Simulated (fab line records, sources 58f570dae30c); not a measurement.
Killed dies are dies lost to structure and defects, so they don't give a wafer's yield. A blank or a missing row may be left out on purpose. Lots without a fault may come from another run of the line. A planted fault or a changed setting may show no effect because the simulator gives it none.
Split-lot experiment | flow berkeley_cmos170 | 5 lots, 23 wafers read, on a route of 331 steps

THE SPLIT
At UCB170_PVT_IMPLANT_07, the setting energy_kev was moved away from the recipe's 30 on 11 of the 23 wafers read, by -3.9% to +5.4%. The other wafers ran this setting at the recipe's value.

The reading is taken at the split's own step.

THE READING
implant.drp_nm (the simulator's own value, which no gauge read), in nm, at UCB170_PVT_IMPLANT_07. The file gives no usual value for it.

wafer  | tool, chamber at the split | energy_kev as run | against the recipe | implant.drp_nm, nm | against lot-mates on the recipe
L074.2 | implanter-04, 0            | 28.84             | -3.9%              | 16.17              | -0.39
L074.3 | implanter-04, 0            | 28.84             | -3.9%              | 16.17              | -0.39
L074.4 | implanter-04, 0            | 28.84             | -3.9%              | 16.17              | -0.39
L074.5 | implanter-04, 0            | 30                | recipe             | 16.56              | -
L074.6 | implanter-04, 0            | 30                | recipe             | 16.56              | -
L079.1 | implanter-01, 0            | 30                | recipe             | 16.56              | -
L079.2 | implanter-01, 0            | 30                | recipe             | 16.56              | -
L079.3 | implanter-01, 0            | 30                | recipe             | 16.56              | -
L079.5 | implanter-01, 0            | 30.55             | +1.8%              | 16.82              | +0.26
L079.6 | implanter-01, 0            | 30.55             | +1.8%              | 16.82              | +0.26
L080.1 | implanter-04, 0            | 30                | recipe             | 16.56              | -
L080.5 | implanter-04, 0            | 30                | recipe             | 16.56              | -
L080.6 | implanter-04, 0            | 30                | recipe             | 16.56              | -
L082.1 | implanter-04, 0            | 31.4              | +4.7%              | 17.21              | +0.65
L082.2 | implanter-04, 0            | 31.4              | +4.7%              | 17.21              | +0.65
L082.3 | implanter-04, 0            | 31.4              | +4.7%              | 17.21              | +0.65
L082.5 | implanter-04, 0            | 30                | recipe             | 16.56              | -
L082.6 | implanter-04, 0            | 30                | recipe             | 16.56              | -
L084.1 | implanter-01, 0            | 31.61             | +5.4%              | 17.31              | +0.75
L084.2 | implanter-01, 0            | 31.61             | +5.4%              | 17.31              | +0.75
L084.6 | implanter-01, 0            | 31.61             | +5.4%              | 17.31              | +0.75
L084.3 | implanter-01, 0            | 30                | recipe             | 16.56              | -
L084.4 | implanter-01, 0            | 30                | recipe             | 16.56              | -

THE FIT
A straight line over all 23 wafers: implant.drp_nm changes by +0.128 nm for each +1% of energy_kev; r = +0.99; the points scatter about the line by 0.039 nm.
The same after taking each lot's own level away (the mean of its wafers on the recipe; 23 wafers): +0.128 nm for each +1%; r = +0.99; scatter 0.039 nm.
On that fit, the largest move of energy_kev shifts the reading by 0.69 nm.
The lots' own levels span 16.560 to 16.560 nm.
So the lot-to-lot level changes the slope little: the two slopes agree.
Check: with one of the wafers moved furthest among these (+5.4%) left out of the fit, the line predicts +0.711 nm for it against its lot-mates. It came out at +0.75 nm against them.

THE WHOLE CHAIN: every reading that the file lists as answering this split, in the file's order
step                  | what it does | reading                                                         | change (the file's fit)               | r (the file's)
UCB170_PVT_IMPLANT_07 |              | implant.rp_nm (the simulator's own value, which no gauge read)  | +0.322 nm for each +1% of the setting | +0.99
UCB170_PVT_IMPLANT_07 |              | implant.drp_nm (the simulator's own value, which no gauge read) | +0.131 nm for each +1% of the setting | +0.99

THE FILE'S OWN FIT
implant.drp_nm changes by +0.131 nm for each +1% of energy_kev, r = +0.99.
